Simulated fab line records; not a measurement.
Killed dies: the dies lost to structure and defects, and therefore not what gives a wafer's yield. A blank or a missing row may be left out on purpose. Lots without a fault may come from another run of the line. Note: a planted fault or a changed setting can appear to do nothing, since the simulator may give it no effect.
fab line records	flow berkeleyCmos170
[record] lots = 5	wafers = 27
route steps=331 shown PWELL@39 SPACER@174 M3@310
startH: the number of hours between the record's first day and the start of the first shown wafer of the lot	waitH: hours since the lot's step before	" unchanged from the row above	L1.1+2: several wafers, shown together as one row	- either no value or no given start	* or withheld: withheld	< > ~ a bound
route shown NAME@n: names a module that has steps shown in the file, with the first one's number in the route	usual: average and standard deviation across the fault-free wafers	same: alike in all rows	chamber/n: place in a boat	sites: the reading at each site	_std_site: the values' standard deviation	_edge_site: the outer-site mean with the inner-site mean subtracted	radiusMm: how far each site lies from the wafer's centre	mask NAME#n: copy n	behind: the last tool/chamber to shape the wafer	hold: why the lot was held/for how many hours/how that ended	device: the n, p or np transistor that did not switch	end of line: the same wafers' tests at the end of the route	a step with no rows: only its recipe	killed: dies lost to structure and defects at the first sort, not the wafer's yield	map: per-die view of a wafer (x killed, . not killed, _ where there is no die)
set.NAME: the setting that was run; set.NAME@STEP: the one run at that earlier step	model.NAME: the simulator's own value behind a step, which no gauge read
one table per step and one row per wafer, for lots whose settings were changed on purpose
[[steps]]
[step UCB170_PWELL_CVD_05]
[recipe] material = Si3N4	targetThkNm = 220	tempC = 800	precursor = SiH2Cl2/NH3	timeS = 3300	pressureMtorr = 200	sih2cl2FlowSccm = 25	nh3FlowSccm = 75
lot.wafer	tool	chamber	startH	waitH	set.timeS	model.Si3N4_of_PWELL_CVD_05.thkNm
L076.1	-	-	-	0.0	2589	176.2
L076.2	"	-	"	"	2589	176.5
L076.3	"	-	"	"	2589	177.4
L076.4	"	-	"	"	2589	176.7
L076.5	"	-	"	"	2589	176.9
L076.6	"	-	"	"	2589	175.8
L078.1	lpcvd-02	1	64.34	1.5	3300	223.7
L078.2	"	1	"	"	3300	223.3
L078.4	"	1	"	"	3300	222.9
L079.1	-	-	-	0.0	4134	275.7
L079.2	"	-	"	"	4134	277
L079.3	"	-	"	"	4134	275.5
L079.4	"	-	"	"	4134	277.1
L079.5	"	-	"	"	4134	276.7
L079.6	"	-	"	"	4134	277.7
L082.1	-	-	-	0.0	4414	294.2
L082.2	"	-	"	"	4414	296.2
L082.3	"	-	"	"	4414	294.4
L082.4+5	"	-	"	"	4414	296.4
L082.6	"	-	"	"	4414	294.6
L085.1	-	-	-	0.9	3300	219.9
L085.2	"	-	"	"	3300	217.6
L085.3	"	-	"	"	3300	219.1
L085.4	"	-	"	"	3300	218.3
L085.5	"	-	"	"	3300	218.8
L085.6	"	-	"	"	3300	218.2
[step UCB170_PWELL_THK_MEAS_06]
[recipe] reads = Si3N4_of_PWELL_CVD_05
[usual] PWELL_NITRIDE_THK = 221.6/1.8
lot.wafer	tool	chamber	startH	waitH	set.timeS@PWELL_CVD_05	PWELL_NITRIDE_THK[nm]
L076.1	filmMetro-02	-	-	-	2589	176.2
L076.2	"	-	"	"	2589	176.2
L076.3	"	-	"	"	2589	177.5
L076.4	"	-	"	"	2589	176.6
L076.5	"	-	"	"	2589	177.0
L076.6	"	-	"	"	2589	175.9
L078.1	filmMetro-03	-	66.26	0.0	3300	223.7
L078.2	"	-	"	"	3300	223.3
L078.4	"	-	"	"	3300	222.9
L079.1	filmMetro-02	-	-	-	4134	275.9
L079.2	"	-	"	"	4134	277.0
L079.3	"	-	"	"	4134	275.7
L079.4	"	-	"	"	4134	276.9
L079.5	"	-	"	"	4134	276.8
L079.6	"	-	"	"	4134	277.7
L082.1	filmMetro-01	-	-	-	4414	294.3
L082.2	"	-	"	"	4414	296.2
L082.3	"	-	"	"	4414	294.3
L082.4	"	-	"	"	4414	296.9
L082.5	"	-	"	"	4414	296.3
L082.6	"	-	"	"	4414	294.8
L085.1	filmMetro-03	-	-	-	3300	219.9
L085.2	"	-	"	"	3300	217.6
L085.3	"	-	"	"	3300	219.3
L085.4	"	-	"	"	3300	218.1
L085.5	"	-	"	"	3300	218.7
L085.6	"	-	"	"	3300	218.1
[step UCB170_PWELL_HMDS_07]
[recipe] primeTimeS = 60	primeTempC = 100
[step UCB170_PWELL_COAT_08]
[recipe] resist = KrF	spinRpm = 1500	resistThkNm = 900
[step UCB170_PWELL_DEVELOP_12]
[recipe] developer = TMAH	developTimeS = 45	resist = KrF	devTempC = 21
[step UCB170_PWELL_ETCH_14]
[recipe] chemistry = CH3F/Ar/O2	target = Si3N4	stopOn = SiO2	CH3F_flow_sccm = 20	Ar_flow_sccm = 50	O2_flow_sccm = 7	pressureMtorr = 50	rfW = 450	targetDepthA = 2420	overEtchFrac = 0.1	timeS = 151
lot.wafer	tool	chamber	startH	waitH	set.timeS@PWELL_CVD_05	model.etch.depthNm
L076.1	rieDiel-03	1	57.62	0.0	2589	176.2
L076.2	"	0	"	"	2589	176.5
L076.3	"	2	"	"	2589	177.4
L076.4	"	3	"	"	2589	176.7
L076.5	"	2	"	"	2589	176.9
L076.6	"	3	"	"	2589	175.8
L078.1	rieDiel-01	3	67.92	0.0	3300	223.7
L078.2	"	1	"	"	3300	223.3
L078.4	"	0	"	"	3300	222.9
L079.1	rieDiel-04	0	70.20	0.0	4134	243.5
L079.2	"	3	"	"	4134	244.3
L079.3	"	2	"	"	4134	245.8
L079.4	"	1	"	"	4134	241.7
L079.5	"	1	"	"	4134	240.9
L079.6	"	2	"	"	4134	246.8
L082.1	rieDiel-01	3	88.32	0.0	4414	241.4
L082.2+3+6	"	1,2,2	"	"	4414	-
L082.4	"	0	"	"	4414	243
L082.5	"	1	"	"	4414	241.2
L085.1	rieDiel-01	0	100.05	0.0	3300	219.9
L085.2+3+6	"	1,2,2	"	"	3300	-
L085.4	"	3	"	"	3300	218.3
L085.5	"	3	"	"	3300	218.8
[step UCB170_SPACER_ETCHBACK_03]
[recipe] stopOn = Si	target = SiO2	chemistry = CHF3/CF4/Ar	CHF3_flow_sccm = 50	cf4FlowSccm = 10	Ar_flow_sccm = 120	pressureMtorr = 200	rfW = 500	targetDepthA = 3760	timeS = 100
lot.wafer	tool	chamber	startH	waitH	set.timeS
L076.1+2+3+4+5+6	rieDiel-02	2,0,3,1,0,1	147.21	0.0	100
L078.1+2+4	rieDiel-01	3,1,2	157.40	0.0	100
L079.1+4+5	rieDiel-03	1,0,1	157.40	0.0	100
L079.2+3+6	"	2,3,0	"	"	158.8
L082.1+3+6	rieDiel-02	2,1,1	185.65	0.0	146.1
L082.2+4+5	"	3,0,0	"	"	100
L085.1+5+6	rieDiel-03	2,0,2	190.35	0.0	100
L085.2+3+4	"	0,3,3	"	"	134.9
[step UCB170_M3_SPUTTER_01]
[recipe] material = Al	targetThkNm = 900	timeS = 120	powerW = 6000	chamberPressurePa = 0.5
lot.wafer	tool	chamber	startH	waitH	set.timeS	model.Al_of_M3_SPUTTER_01.thkNm
L076.1	pvdSputter-01	-	172.52	0.0	120	905.4
L076.2	"	-	"	"	120	900
L076.3	"	-	"	"	120	902.2
L076.4	"	-	"	"	120	913.6
L076.5	"	-	"	"	120	903
L076.6	"	-	"	"	120	903.4
L078.1+2	pvdSputter-01	-	182.96	0.0	120	888.4
L078.4	"	-	"	"	120	893.9
L079.1+5	pvdSputter-04	-	183.81	0.0	120	909.5
L079.2	"	-	"	"	120	917.4
L079.3	"	-	"	"	120	908.3
L079.4	"	-	"	"	120	910
L079.6	"	-	"	"	120	911.6
L082.1	pvdSputter-03	-	215.97	0.0	120	907.3
L082.2	"	-	"	"	151	1138
L082.3	"	-	"	"	151	1139
L082.4	"	-	"	"	120	897.1
L082.5	"	-	"	"	120	900.8
L082.6	"	-	"	"	151	1134
L085.1	pvdSputter-01	-	217.01	0.0	120	891
L085.2	"	-	"	"	179.8	1339
L085.3	"	-	"	"	179.8	1344
L085.4	"	-	"	"	120	897.3
L085.5	"	-	"	"	120	892.9
L085.6	"	-	"	"	179.8	1341
[step UCB170_M3_RS_MEAS_02]
[recipe] thkMeasGauge = four-point-probe	reads = Al_of_M3_SPUTTER_01
[usual] M3_AL_RS = 0.0320/0.0003
lot.wafer	tool	chamber	startH	waitH	set.timeS@M3_SPUTTER_01	M3_AL_RS[ohm/sq]
L076.1	filmMetro-02	-	172.60	0.0	120	0.0319
L076.2	"	-	"	"	120	0.0321
L076.3	"	-	"	"	120	0.0320
L076.4	"	-	"	"	120	0.0317
L076.5	"	-	"	"	120	0.0321
L076.6	"	-	"	"	120	0.0321
L078.1	filmMetro-01	-	183.04	0.0	120	0.0326
L078.2	"	-	"	"	120	0.0326
L078.4	"	-	"	"	120	0.0324
L079.1	filmMetro-02	-	183.89	0.0	120	0.0318
L079.2	"	-	"	"	120	0.0315
L079.3	"	-	"	"	120	0.0318
L079.4	"	-	"	"	120	0.0318
L079.5	"	-	"	"	120	0.0319
L079.6	"	-	"	"	120	0.0317
L082.1	filmMetro-04	-	216.05	0.0	120	0.0319
L082.2	"	-	"	"	151	0.0253
L082.3	"	-	"	"	151	0.0253
L082.4	"	-	"	"	120	0.0322
L082.5	"	-	"	"	120	0.0321
L082.6	"	-	"	"	151	0.0254
L085.1	filmMetro-02	-	217.09	0.0	120	0.0325
L085.2	"	-	"	"	179.8	0.0215
L085.3	"	-	"	"	179.8	0.0215
L085.4	"	-	"	"	120	0.0322
L085.5	"	-	"	"	120	0.0324
L085.6	"	-	"	"	179.8	0.0215
[step UCB170_M3_THK_MEAS_03]
[recipe] thkMeasGauge = xrf	reads = Al_of_M3_SPUTTER_01
[usual] M3_AL_THK = 912/10
lot.wafer	tool	chamber	startH	waitH	set.timeS@M3_SPUTTER_01	M3_AL_THK[nm]
L076.1	filmMetro-02	-	172.72	0.1	120	914
L076.2	"	-	"	"	120	906
L076.3	"	-	"	"	120	904
L076.4	"	-	"	"	120	924
L076.5	"	-	"	"	120	908
L076.6	"	-	"	"	120	905
L078.1	filmMetro-01	-	183.16	0.1	120	891
L078.2	"	-	"	"	120	890
L078.4	"	-	"	"	120	896
L079.1	filmMetro-02	-	184.01	0.1	120	912
L079.2	"	-	"	"	120	924
L079.3	"	-	"	"	120	918
L079.4	"	-	"	"	120	917
L079.5	"	-	"	"	120	915
L079.6	"	-	"	"	120	922
L082.1	filmMetro-04	-	216.17	0.1	120	930
L082.2	"	-	"	"	151	1171
L082.3	"	-	"	"	151	1171
L082.4	"	-	"	"	120	916
L082.5	"	-	"	"	120	917
L082.6	"	-	"	"	151	1162
L085.1	filmMetro-02	-	217.21	0.1	120	896
L085.2	"	-	"	"	179.8	1344
L085.3	"	-	"	"	179.8	1345
L085.4	"	-	"	"	120	902
L085.5	"	-	"	"	120	894
L085.6	"	-	"	"	179.8	1346
[step UCB170_M3_HMDS_04]
[recipe] primeTimeS = 60	primeTempC = 100
[step UCB170_M3_COAT_05]
[recipe] resist = KrF	spinRpm = 1500	resistThkNm = 900
[step UCB170_M3_ETCH_17]
[recipe] chemistry = N2/H2	targetDepthA = withheld	overetchA = withheld	target = BARC	timeS = withheld	sourceW = 500	biasW = 100	pressureMtorr = 30	n2FlowSccm = 100	h2FlowSccm = 200
[step UCB170_M3_METAL_ETCH_18]
[recipe] chemistry = Cl2/BCl3	target = Al	stopOn = SiO2	pressureMtorr = 12	targetDepthA = 11700	overEtchFrac = 0.3	timeS = 189.2	icpW = 600	biasW = 120	Cl2_flow_sccm = 90	bcl3FlowSccm = 45
[usual] oesProductAu = 0.879/0.017
lot.wafer	tool	chamber	startH	waitH	set.timeS@M3_SPUTTER_01	oesProductAu
L076.1	rieMetal-02	1	174.56	-	120	0.884
L076.2	"	0	"	"	120	0.868
L076.3	"	0	"	"	120	0.877
L076.4	"	1	"	"	120	0.893
L076.5	"	0	"	"	120	0.872
L076.6	"	1	"	"	120	0.885
L078.1	rieMetal-02	0	186.39	-	120	0.866
L078.2	"	1	"	"	120	0.871
L078.4	"	0	"	"	120	0.878
L079.1	rieMetal-04	1	186.70	-	120	0.881
L079.2	"	0	"	"	120	0.899
L079.3	"	0	"	"	120	0.891
L079.4	"	1	"	"	120	0.883
L079.5	"	1	"	"	120	0.877
L079.6	"	0	"	"	120	0.890
L082.1	rieMetal-01	1	218.31	-	120	0.902
L082.2	"	0	"	"	151	0.971
L082.3	"	0	"	"	151	0.973
L082.4	"	1	"	"	120	0.887
L082.5	"	0	"	"	120	0.848
L082.6	"	1	"	"	151	1.016
L085.1	rieMetal-04	0	219.52	-	120	0.883
L085.2	"	1	"	"	179.8	1.015
L085.3	"	0	"	"	179.8	1.014
L085.4	"	1	"	"	120	0.876
L085.5	"	1	"	"	120	0.863
L085.6	"	0	"	"	179.8	1.008
[step UCB170_M3_STRIP_19]
[recipe] chemistry = O2	powerW = 400	pressureMtorr = 3500	platenTempC = withheld	o2FlowSccm = 400	overashFraction = 0.5
[step UCB170_M3_PROBE_99]
lot.wafer	tool	chamber	startH	waitH	set.timeS@SPACER_ETCHBACK_03	model.etest.pldd.lineOhmUm	model.etest.nldd.lineOhmUm	model.etest.pldd.rsOhmSq	model.etest.nldd.rsOhmSq	model.etest.pplusSal.widthNm	model.etest.nplusSal.widthNm
L078.1	prober-02	-	186.92	0.1	100	1779	1225	1112	772	717	716.1
L078.2	prober-02	-	186.97	0.1	100	1788	1251	1119	773.2	702.5	704
L078.4	prober-02	-	187.07	0.2	100	1806	1261	1122	776.9	692.6	692.1
L079.2+3+6	prober-02	-	187.28	0.1	158.8	-	-	-	-	-	-
L082.1	prober-01	-	218.83	0.1	146.1	6.474	6.382	3.673	3.607	873.5	873.6
L082.2	prober-01	-	218.88	0.1	100	1870	1333	1111	793.2	696.8	696.4
L082.6	prober-01	-	219.08	0.2	146.1	6.391	6.36	3.693	3.603	874.2	869.9
L085.2	prober-01	-	220.10	0.1	134.9	7.008	6.784	3.971	3.886	874.2	874
L085.3	prober-01	-	220.15	0.2	134.9	55.34	42.01	32.33	25.27	872.9	872
L085.4	prober-01	-	220.20	0.2	134.9	111.5	70.72	68.11	43.47	867.5	871.2
L085.5	prober-01	-	220.25	0.2	100	1831	1286	1098	772.9	703.2	706.1
L085.6	prober-01	-	220.30	0.2	100	1789	1246	1100	779.6	693.6	695.1
// killed by level:class
L078.1 WELLDRIVE:geometricParticle:short=1
L078.2 WELLDRIVE:geometricParticle:short=1 ACTIVE:geometricParticle:short=1 SPACER:geometricParticle:short=1 SILICIDE:geometricParticle:open=1 V2:geometricParticle:open=1
L078.4 FIELD:geometricParticle:open=1 SPACER:geometricParticle:open=1 CONTACT:geometricParticle:short=1 ACTIVE:areaEtch=1 NWELL:areaEtch=1
[[key]]
[split] step = UCB170_PWELL_CVD_05	setting = timeS	stated = 3300	by = lot
[response] step = UCB170_PWELL_CVD_05	reading = model.Si3N4_of_PWELL_CVD_05.thkNm	change = +2.16	per = 1%	r = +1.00
[response] step = UCB170_PWELL_THK_MEAS_06	reading = PWELL_NITRIDE_THK	change = +2.16	per = 1%	r = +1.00
[response] step = UCB170_PWELL_ETCH_14	reading = model.etch.depthNm	change = +1.26	per = 1%	r = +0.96
[split] step = UCB170_SPACER_ETCHBACK_03	setting = timeS	stated = 100	by = wafer
[response] step = UCB170_M3_PROBE_99	reading = model.etest.pldd.lineOhmUm	shape = bent	atLowest = 1810	atStated = 1810	atHighest = 6.432
[response] step = UCB170_M3_PROBE_99	reading = model.etest.nldd.lineOhmUm	shape = bent	atLowest = 1267	atStated = 1267	atHighest = 6.371
[response] step = UCB170_M3_PROBE_99	reading = model.etest.pldd.rsOhmSq	shape = bent	atLowest = 1110	atStated = 1110	atHighest = 3.683
[response] step = UCB170_M3_PROBE_99	reading = model.etest.nldd.rsOhmSq	shape = bent	atLowest = 778	atStated = 778	atHighest = 3.605
[response] step = UCB170_M3_PROBE_99	reading = model.etest.pplusSal.widthNm	change = +4.41	per = 1%	r = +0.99
[response] step = UCB170_M3_PROBE_99	reading = model.etest.nplusSal.widthNm	change = +4.37	per = 1%	r = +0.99
[split] step = UCB170_M3_SPUTTER_01	setting = timeS	stated = 120	by = wafer
[response] step = UCB170_M3_SPUTTER_01	reading = model.Al_of_M3_SPUTTER_01.thkNm	change = +9.01	per = 1%	r = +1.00
[response] step = UCB170_M3_RS_MEAS_02	reading = M3_AL_RS	change = -0.000227	per = 1%	r = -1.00
[response] step = UCB170_M3_THK_MEAS_03	reading = M3_AL_THK	change = +9.11	per = 1%	r = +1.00
[response] step = UCB170_M3_METAL_ETCH_18	reading = oesProductAu	change = +0.00307	per = 1%	r = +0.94
